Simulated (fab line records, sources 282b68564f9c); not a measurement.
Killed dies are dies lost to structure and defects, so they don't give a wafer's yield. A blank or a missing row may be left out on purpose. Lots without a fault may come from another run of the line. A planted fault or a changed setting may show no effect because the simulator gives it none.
A sampling plan put to the test | flow rit_cmos | one fab line, 31 faults that these records tell of, each judged on the records of the lots that it struck
The plan is the line's own looks: the steps of the route at which a gauge or an inspection reads the wafer and doesn't change it. A look can be judged if struck wafers have a number there and the file gives its usual mean and standard deviation on fault-free wafers. Caught: at a look after the fault's first step, the mean of the struck wafers lies 4 or more of those standard deviations (sigma) from the usual mean. On the tool: the same test on the tool's own readings at the fault's steps. Another recipe on the struck wafers, or a record that is blank for them alone, also counts as caught.

THE FAULTS, as the simulator had put them in
1. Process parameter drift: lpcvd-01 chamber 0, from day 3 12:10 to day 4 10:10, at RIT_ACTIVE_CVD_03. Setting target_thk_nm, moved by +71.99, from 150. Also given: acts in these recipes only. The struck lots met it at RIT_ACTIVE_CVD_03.
2. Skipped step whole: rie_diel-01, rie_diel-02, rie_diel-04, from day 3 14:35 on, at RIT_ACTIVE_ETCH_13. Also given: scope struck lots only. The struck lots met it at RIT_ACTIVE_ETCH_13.
3. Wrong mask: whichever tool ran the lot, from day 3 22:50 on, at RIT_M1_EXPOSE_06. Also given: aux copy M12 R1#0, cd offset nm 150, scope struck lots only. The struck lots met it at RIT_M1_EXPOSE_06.
4. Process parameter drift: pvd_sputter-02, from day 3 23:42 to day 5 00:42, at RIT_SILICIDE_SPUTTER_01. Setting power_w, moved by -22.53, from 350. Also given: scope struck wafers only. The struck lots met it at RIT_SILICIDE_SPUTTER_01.
5. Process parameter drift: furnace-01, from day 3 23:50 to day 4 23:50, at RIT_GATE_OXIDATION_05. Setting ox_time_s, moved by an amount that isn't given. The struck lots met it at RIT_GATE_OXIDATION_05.
6. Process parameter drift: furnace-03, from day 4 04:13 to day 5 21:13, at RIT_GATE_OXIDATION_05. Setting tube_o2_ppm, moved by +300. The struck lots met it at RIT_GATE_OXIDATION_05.
7. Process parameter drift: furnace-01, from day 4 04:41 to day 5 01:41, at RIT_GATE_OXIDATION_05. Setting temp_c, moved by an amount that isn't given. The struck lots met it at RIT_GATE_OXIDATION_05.
8. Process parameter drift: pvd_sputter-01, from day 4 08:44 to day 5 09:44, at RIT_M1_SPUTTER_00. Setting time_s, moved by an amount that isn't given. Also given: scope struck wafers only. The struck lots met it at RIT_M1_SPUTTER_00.
9. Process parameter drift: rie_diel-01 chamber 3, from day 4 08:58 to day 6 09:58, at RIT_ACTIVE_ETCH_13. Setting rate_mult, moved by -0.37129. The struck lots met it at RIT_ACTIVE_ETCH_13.
10. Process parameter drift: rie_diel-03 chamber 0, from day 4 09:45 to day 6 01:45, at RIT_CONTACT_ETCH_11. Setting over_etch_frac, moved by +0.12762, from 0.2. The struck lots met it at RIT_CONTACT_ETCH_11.
11. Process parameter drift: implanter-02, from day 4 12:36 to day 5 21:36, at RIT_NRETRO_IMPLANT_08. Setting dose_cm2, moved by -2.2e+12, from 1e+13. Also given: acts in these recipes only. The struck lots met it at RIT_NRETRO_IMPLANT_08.
12. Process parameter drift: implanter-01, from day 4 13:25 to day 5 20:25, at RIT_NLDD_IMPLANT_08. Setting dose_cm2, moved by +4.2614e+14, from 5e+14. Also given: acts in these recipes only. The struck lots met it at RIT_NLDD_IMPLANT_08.
13. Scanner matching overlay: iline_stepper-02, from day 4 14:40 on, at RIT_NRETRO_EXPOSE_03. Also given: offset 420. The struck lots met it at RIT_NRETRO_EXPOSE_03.
14. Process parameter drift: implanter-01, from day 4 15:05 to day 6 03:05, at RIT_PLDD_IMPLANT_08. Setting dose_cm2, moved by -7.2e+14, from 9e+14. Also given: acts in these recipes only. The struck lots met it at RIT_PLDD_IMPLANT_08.
15. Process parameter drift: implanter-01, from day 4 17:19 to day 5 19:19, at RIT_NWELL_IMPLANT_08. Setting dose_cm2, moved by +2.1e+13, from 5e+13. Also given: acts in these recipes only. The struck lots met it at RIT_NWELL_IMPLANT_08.
16. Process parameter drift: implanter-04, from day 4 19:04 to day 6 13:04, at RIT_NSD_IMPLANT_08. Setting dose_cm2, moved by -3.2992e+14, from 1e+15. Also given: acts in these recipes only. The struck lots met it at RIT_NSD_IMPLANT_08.
17. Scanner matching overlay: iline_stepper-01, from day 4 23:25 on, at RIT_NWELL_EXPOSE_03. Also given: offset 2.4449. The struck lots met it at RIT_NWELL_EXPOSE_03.
18. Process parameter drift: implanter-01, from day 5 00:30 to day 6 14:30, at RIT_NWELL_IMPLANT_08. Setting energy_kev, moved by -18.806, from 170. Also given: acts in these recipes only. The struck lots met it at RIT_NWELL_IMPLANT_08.
19. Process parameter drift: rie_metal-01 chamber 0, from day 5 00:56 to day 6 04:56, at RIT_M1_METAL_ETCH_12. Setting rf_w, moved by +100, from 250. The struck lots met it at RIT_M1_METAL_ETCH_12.
20. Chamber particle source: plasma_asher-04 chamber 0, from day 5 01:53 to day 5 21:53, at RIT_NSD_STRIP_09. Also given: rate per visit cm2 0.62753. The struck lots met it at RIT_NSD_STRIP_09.
21. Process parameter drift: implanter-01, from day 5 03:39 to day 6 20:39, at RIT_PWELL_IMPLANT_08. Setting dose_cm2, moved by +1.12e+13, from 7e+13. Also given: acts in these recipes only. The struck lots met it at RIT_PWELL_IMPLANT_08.
22. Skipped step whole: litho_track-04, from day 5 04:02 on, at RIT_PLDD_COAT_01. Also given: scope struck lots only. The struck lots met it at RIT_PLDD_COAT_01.
23. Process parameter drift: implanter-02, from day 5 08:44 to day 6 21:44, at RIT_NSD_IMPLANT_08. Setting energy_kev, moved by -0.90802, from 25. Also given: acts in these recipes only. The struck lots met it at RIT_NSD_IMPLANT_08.
24. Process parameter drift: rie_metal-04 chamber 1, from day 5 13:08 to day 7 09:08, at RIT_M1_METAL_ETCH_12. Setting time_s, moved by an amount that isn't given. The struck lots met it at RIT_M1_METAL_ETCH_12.
25. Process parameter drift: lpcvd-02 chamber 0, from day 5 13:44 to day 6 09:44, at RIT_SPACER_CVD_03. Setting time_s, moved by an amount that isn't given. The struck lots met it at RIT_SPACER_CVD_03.
26. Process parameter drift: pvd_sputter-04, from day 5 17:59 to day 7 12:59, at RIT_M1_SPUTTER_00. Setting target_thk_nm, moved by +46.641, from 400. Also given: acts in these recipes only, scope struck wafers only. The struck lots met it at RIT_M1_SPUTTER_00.
27. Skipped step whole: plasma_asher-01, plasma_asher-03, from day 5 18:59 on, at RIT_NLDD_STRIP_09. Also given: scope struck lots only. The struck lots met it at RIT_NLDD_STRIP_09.
28. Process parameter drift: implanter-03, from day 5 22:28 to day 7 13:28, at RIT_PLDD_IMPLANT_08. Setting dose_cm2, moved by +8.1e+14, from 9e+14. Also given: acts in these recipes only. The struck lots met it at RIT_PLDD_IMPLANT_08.
29. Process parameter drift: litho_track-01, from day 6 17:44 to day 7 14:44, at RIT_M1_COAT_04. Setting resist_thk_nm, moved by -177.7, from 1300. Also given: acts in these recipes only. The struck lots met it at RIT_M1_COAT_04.
30. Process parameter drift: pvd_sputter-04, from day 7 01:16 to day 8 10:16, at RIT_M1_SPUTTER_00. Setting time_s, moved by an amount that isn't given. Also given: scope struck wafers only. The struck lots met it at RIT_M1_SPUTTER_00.
31. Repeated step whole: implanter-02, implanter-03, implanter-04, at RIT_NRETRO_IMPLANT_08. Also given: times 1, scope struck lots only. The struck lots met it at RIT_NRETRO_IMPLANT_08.

WHAT THE PLAN SAW
fault | on the tool itself                               | first look that catches it                      | reading, sigma                                      | median hours from its first step to that look | hours from the fault's start to the first struck lot there | judged looks passed uncaught
1     | under 2 sigma                                    | RIT_ACTIVE_THK_MEAS_04                          | ACTIVE_NITRIDE_THK +50                              | 1.4                                           | 15                                                         | 0
2     | the tool's record is blank for the struck wafers | no look after it can be judged                  | -                                                   | -                                             | -                                                          | 0
3     | no reading that can be judged                    | RIT_M1_CD_MEAS_09                               | cd_nm +70                                           | 0.4                                           | 3                                                          | 0
4     | cathode_dc_power_W -99 or beyond sigma           | RIT_SILICIDE_RS_MEAS_02                         | SILICIDE_TI_RS +6.7                                 | 0.2                                           | 3                                                          | 0
5     | under 2 sigma                                    | RIT_GATE_THK_MEAS_07                            | GATE_OXIDE_THK +7.5                                 | 2.8                                           | 6                                                          | 0
6     | under 2 sigma                                    | RIT_GATE_THK_MEAS_07                            | GATE_OXIDE_THK +5.4                                 | 2.1                                           | 12                                                         | 0
7     | tube_center_temp_C +99 or beyond sigma           | RIT_GATE_THK_MEAS_07                            | GATE_OXIDE_THK +9.2                                 | 2.7                                           | 4                                                          | 0
8     | under 2 sigma                                    | RIT_M1_RS_MEAS_01                               | M1_AL_RS +43                                        | 0.3                                           | 4                                                          | 0
9     | oes_product_au -5.2 sigma                        | no look after it can be judged                  | -                                                   | -                                             | -                                                          | 0
10    | under 2 sigma                                    | no look after it can be judged                  | -                                                   | -                                             | -                                                          | 0
11    | dose_ions_cm2 -99 or beyond sigma                | RIT_NRETRO_TW_MEAS_10                           | NRETRO_TW -8.3                                      | 0.3                                           | 3                                                          | 0
12    | dose_ions_cm2 +99 or beyond sigma                | RIT_NLDD_TW_MEAS_10                             | NLDD_TW +19                                         | 0.3                                           | 4                                                          | 0
13    | under 2 sigma                                    | RIT_NRETRO_OVL_MEAS_06                          | NRETRO_OVL +99 or beyond                            | 0.4                                           | 13                                                         | 0
14    | dose_ions_cm2 -99 or beyond sigma                | RIT_PLDD_TW_MEAS_10                             | PLDD_TW -39                                         | 0.3                                           | 4                                                          | 0
15    | dose_ions_cm2 +99 or beyond sigma                | RIT_NWELL_TW_MEAS_10                            | NWELL_TW +10                                        | 0.3                                           | 3                                                          | 0
16    | dose_ions_cm2 -99 or beyond sigma                | RIT_NSD_TW_MEAS_10                              | NSD_TW -9.9                                         | 0.3                                           | 4                                                          | 0
17    | no reading that can be judged                    | none of the 4 looks that can be judged after it | strongest: NWELL_OVL at RIT_NWELL_OVL_MEAS_06, +3.4 | -                                             | -                                                          | 4
18    | beam_energy_keV -99 or beyond sigma              | no look after it can be judged                  | -                                                   | -                                             | -                                                          | 0
19    | rf_fwd_power_W +99 or beyond sigma               | RIT_M1_CD_MEAS_90                               | cd_nm -10                                           | 0.5                                           | 6                                                          | 0
20    | under 2 sigma                                    | no look after it can be judged                  | -                                                   | -                                             | -                                                          | 0
21    | dose_ions_cm2 +99 or beyond sigma                | RIT_WELLDRIVE_RS_MEAS_02                        | PWELL_RS -27                                        | 6.9                                           | 13                                                         | 1
22    | the tool's record is blank for the struck wafers | RIT_NSD_TW_MEAS_10                              | NSD_TW +6.4                                         | 5.2                                           | 9                                                          | 0
23    | beam_energy_keV -99 or beyond sigma              | no look after it can be judged                  | -                                                   | -                                             | -                                                          | 0
24    | run_length_s -94 sigma                           | not the one look that can be judged after it    | strongest: cd_nm at RIT_M1_CD_MEAS_90, +2.8         | -                                             | -                                                          | 1
25    | no reading that can be judged                    | RIT_SPACER_THK_MEAS_04                          | SPACER_NITRIDE_THK -24                              | 1.9                                           | 12                                                         | 0
26    | under 2 sigma                                    | RIT_M1_RS_MEAS_01                               | M1_AL_RS -9.6                                       | 0.4                                           | 25                                                         | 0
27    | the tool's record is blank for the struck wafers | RIT_PLDD_TW_MEAS_10                             | PLDD_TW -99 or beyond                               | 1.7                                           | 4                                                          | 0
28    | dose_ions_cm2 +99 or beyond sigma                | RIT_PLDD_TW_MEAS_10                             | PLDD_TW +17                                         | 0.3                                           | 8                                                          | 0
29    | under 2 sigma                                    | RIT_M1_CD_MEAS_09                               | cd_nm -7.7                                          | 0.8                                           | 2                                                          | 0
30    | under 2 sigma                                    | RIT_M1_RS_MEAS_01                               | M1_AL_RS -28                                        | 0.3                                           | 7                                                          | 0
31    | under 2 sigma                                    | RIT_NRETRO_TW_MEAS_10                           | NRETRO_TW +30                                       | 0.6                                           | -                                                          | 0
A dash: the fault isn't caught, or these records don't give the number.

Caught at a look: 23 of 31. Caught on the tool: 17 of 31. By one or the other: 28 of 31.
Caught on the tool alone: faults 2, 9, 18, 23, 24.
Caught at a look alone: faults 1, 3, 5, 6, 8, 13, 25, 26, 29, 30, 31.
Caught by neither: faults 10, 17, 20.

THINNER SAMPLING
If the look that catches a fault measured only every second or every third lot, by lot number, the first struck lot would be measured this late in the worst case:
fault | struck lots at that look, in order of time | every lot | every second lot | every third lot
1     | L408                                       | 15 h      | may miss it      | may miss it
3     | L621                                       | 3 h       | may miss it      | may miss it
4     | L391, L394                                 | 3 h       | 19 h             | may miss all 2
5     | L758, L759, L760                           | 6 h       | 9 h              | 15 h
6     | L484, L486                                 | 12 h      | may miss all 2   | may miss all 2
7     | L596, L597                                 | 4 h       | 10 h             | may miss all 2
8     | L983, L985                                 | 4 h       | may miss all 2   | may miss all 2
11    | L421, L425                                 | 3 h       | may miss all 2   | may miss all 2
12    | L324, L325                                 | 4 h       | 10 h             | may miss all 2
13    | L563, L564, L565                           | 13 h      | 14 h             | 23 h
14    | L486, L487                                 | 4 h       | 10 h             | may miss all 2
15    | L605, L606                                 | 3 h       | 12 h             | may miss all 2
16    | L648, L652                                 | 4 h       | may miss all 2   | may miss all 2
19    | L152, L154                                 | 6 h       | may miss all 2   | may miss all 2
21    | L203, L205                                 | 13 h      | may miss all 2   | may miss all 2
22    | L241, L242                                 | 9 h       | 15 h             | may miss all 2
25    | L441                                       | 12 h      | may miss it      | may miss it
26    | L207                                       | 25 h      | may miss it      | may miss it
27    | L773, L774, L775                           | 4 h       | 12 h             | 14 h
28    | L496, L499                                 | 8 h       | 24 h             | may miss all 2
29    | L808, L809                                 | 2 h       | 3 h              | may miss all 2
30    | L838, L840                                 | 7 h       | may miss all 2   | may miss all 2
Hours are from the fault's start to the first struck lot that is measured. The limit of 4 sigma was tested on all struck wafers together, so one lot alone may lie under it. Other struck lots may not be in these records.

THE LONGEST TIMED WAY FROM STEP TO LOOK
Fault 21: a median of 6.9 hours passes between RIT_PWELL_IMPLANT_08 and RIT_WELLDRIVE_RS_MEAS_02. The look between them that can be judged stayed within 4 sigma: RIT_PWELL_TW_MEAS_10.
